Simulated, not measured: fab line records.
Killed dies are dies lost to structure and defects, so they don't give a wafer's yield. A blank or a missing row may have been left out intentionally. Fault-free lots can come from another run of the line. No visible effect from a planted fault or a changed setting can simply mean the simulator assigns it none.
fab line records	flow ritCmos
record: lots: 5	wafers: 15	lastDay: 6
route steps=202 shown PLDD@118 SPACER@125
lots that met no fault: from a run of the same line without faults
startH: start of the lot's first displayed wafer, in hours after the record's first day	waitH: how many hours have passed since the lot's step before this one	" same as the row above	L1.1+2: a single row standing in for several wafers	- no value, or no start given	* or withheld: withheld	< > ~ a bound
route shown NAME@n: names a module that has steps shown in the file, with the first one's number in the route	usual: mean and standard deviation over wafers with no fault	same: alike in all rows	chamber/n: place in a boat	sites: the reading at each site	_std_site: the values' standard deviation	_edge_site: outer sites' mean less inner sites'	radiusMm: how far each site lies from the wafer's centre	mask NAME#n: copy n	behind: the last tool/chamber to shape the wafer	hold: cause of the lot's hold/its duration in hours/its outcome	device: which transistor (n, p or np) failed to switch	end of line: tests run on the same wafers once the route is complete	a step without rows: its recipe alone	killed: at the first sort, the dies lost to defects and structure; wafer yield is something else	map: the dies of a wafer, with x for killed, . for not killed, _ for no die there
set.NAME: setting as actually run; set.NAME@STEP: the setting as run at that earlier step	model.NAME: the simulator's own value behind a step, which no gauge read
a table for each step, a row for each wafer; lots at some steps of the route
services: when a tool's chamber went out of use (startH, in hours from the record's first day, below 0 if earlier), for how many hours, and the reason
== steps ==
step: RIT_PLDD_PEB_04
recipe: resist: NOVOLAK	tempC: withheld	timeS: withheld
lot.wafer	tool	chamber	startH	waitH
L082.2+3+4	lithoTrack-01	0	83.28	0.1
L083.3+4+6	lithoTrack-02	0	89.66	0.1
L084.2+4+6	lithoTrack-01	0	93.32	0.1
L091.1+2+5	lithoTrack-01	0	127.53	0.3
L092.1+2+4	lithoTrack-02	0	133.89	0.1
step: RIT_PLDD_DEVELOP_05
recipe: resist: NOVOLAK	developTimeS: 50	devTempC: 23
lot.wafer	tool	chamber	startH	waitH
L082.2+3+4	lithoTrack-01	0	-	-
L083.3+4+6	lithoTrack-02	0	-	-
L084.2+4+6	lithoTrack-01	0	-	-
L091.1+2+5	lithoTrack-01	0	-	-
L092.1+2+4	lithoTrack-02	0	-	-
step: RIT_PLDD_OVL_MEAS_06
usual: PLDD_OVL: 0.1/1.6
lot.wafer	tool	chamber	startH	waitH	PLDD_OVL[nm]
L082.2	overlay-02	-	83.54	-	-2.3
L082.3	"	-	"	"	-1.4
L082.4	"	-	"	"	-2.0
L083.3	overlay-01	-	89.90	-	0.7
L083.4	"	-	"	"	0.9
L083.6	"	-	"	"	0.0
L084.2	overlay-01	-	93.58	-	0.3
L084.4	"	-	"	"	2.0
L084.6	"	-	"	"	1.8
L091.1	overlay-02	-	127.82	-	-1.4
L091.2	"	-	"	"	-2.2
L091.5	"	-	"	"	-0.3
L092.1	overlay-02	-	134.18	-	-1.4
L092.2	"	-	"	"	-1.1
L092.4	"	-	"	"	-1.3
step: RIT_PLDD_HARDBAKE_07
recipe: resist: NOVOLAK	tempC: 140	timeS: 60
lot.wafer	tool	chamber	startH	waitH
L082.2+3+4	lithoTrack-02	0	83.59	0.0
L083.3+4+6	lithoTrack-03	0	89.98	0.1
L084.2+4+6	lithoTrack-01	0	93.64	0.0
L091.1+2+5	lithoTrack-03	0	127.85	0.0
L092.1+2+4	lithoTrack-01	0	134.21	0.0
step: RIT_PLDD_IMPLANT_08
recipe: species: BF2	energyKev: 20	doseCm2: 9e+14	tiltDeg: 7
usual: endStationPressureTorr: 7.2e-06/3.7e-07
lot.wafer	tool	chamber	startH	waitH	endStationPressureTorr
L082.2	implanter-01	0	83.74	0.1	7.6e-06
L082.3	"	0	"	"	6.6e-06
L082.4	"	0	"	"	6.7e-06
L083.3	implanter-01	0	90.13	0.1	7.4e-06
L083.4	"	0	"	"	7.6e-06
L083.6	"	0	"	"	7.6e-06
L084.2	implanter-02	0	93.79	0.1	7.4e-06
L084.4	"	0	"	"	7e-06
L084.6	"	0	"	"	6.8e-06
L091.1	implanter-03	0	128.00	0.1	7.1e-06
L091.2	"	0	"	"	7.1e-06
L091.5	"	0	"	"	7e-06
L092.1	implanter-01	0	134.36	0.1	7.4e-06
L092.2	"	0	"	"	7.2e-06
L092.4	"	0	"	"	7.4e-06
step: RIT_PLDD_STRIP_09
recipe: chemistry: O2	timeS: 180	resist: NOVOLAK	platenTempC: withheld	powerW: 500	pressureMtorr: 4000	o2FlowSccm: 4000
usual: drypumpMotorCurrentA: 5.8/0.49
lot.wafer	tool	chamber	startH	waitH	drypumpMotorCurrentA	rfHoursCounterH
L082.2	plasmaAsher-02	1	83.87	0.1	5.5	25
L082.3	"	1	"	"	5.5	-
L082.4	"	0	"	"	5.9	-
L083.3	plasmaAsher-03	1	90.29	0.1	6.6	-
L083.4	"	0	"	"	5.5	-
L083.6	"	0	"	"	5.6	-
L084.2	plasmaAsher-02	1	93.91	0.1	5.5	26
L084.4	"	0	"	"	5.9	-
L084.6	"	0	"	"	5.9	-
L091.1	plasmaAsher-03	1	128.15	0.1	6.6	50
L091.2	"	0	"	"	5.5	50
L091.5	"	0	"	"	5.6	-
L092.1	plasmaAsher-03	0	134.51	0.1	5.6	50
L092.2	"	1	"	"	6.6	50
L092.4	"	1	"	"	6.6	-
step: RIT_PLDD_TW_MEAS_10
usual: PLDD_TW: 2317/21
lot.wafer	tool	chamber	startH	waitH	PLDD_TW
L082.2	filmMetro-03	-	84.05	0.1	2331
L082.3	"	-	"	"	2319
L082.4	"	-	"	"	2316
L083.3	filmMetro-04	-	90.42	0.1	2354
L083.4	"	-	"	"	2330
L083.6	"	-	"	"	2349
L084.2	filmMetro-01	-	94.10	0.1	2291
L084.4	"	-	"	"	2285
L084.6	"	-	"	"	2288
L091.1	filmMetro-04	-	128.33	0.1	2351
L091.2	"	-	"	"	2343
L091.5	"	-	"	"	2336
L092.1	filmMetro-04	-	134.69	0.1	2321
L092.2	"	-	"	"	2335
L092.4	"	-	"	"	2325
step: RIT_SPACER_CLEAN_00
recipe: chemistry: SC1	mix: 3:3:50	timeS: 600	tempC: 75
lot.wafer	tool	chamber	startH	waitH
L082.2+3+4	wetBench-04	1	84.10	0.0
L083.3+4+6	wetBench-04	0	90.46	0.0
L084.2+4+6	wetBench-04	3	94.15	0.0
L091.1+2+5	wetBench-03	2	128.39	0.1
L092.1+2+4	wetBench-01	1	134.75	0.1
step: RIT_SPACER_CLEAN_01
recipe: chemistry: dHF	dilution: 50:1	timeS: 30
lot.wafer	tool	chamber	startH	waitH
L082.2+3+4	wetBench-03	1	84.28	0.0
L083.3+4+6	wetBench-03	3	90.64	0.0
L084.2+4+6	wetBench-03	0	94.34	0.0
L091.1+2+5	wetBench-01	2	128.56	0.0
L092.1+2+4	wetBench-04	2	134.94	0.0
== services ==
tool	chamber	startH	hours	kind
plasmaAsher-02	-	105.11	0.7	repair
== key ==
fault none
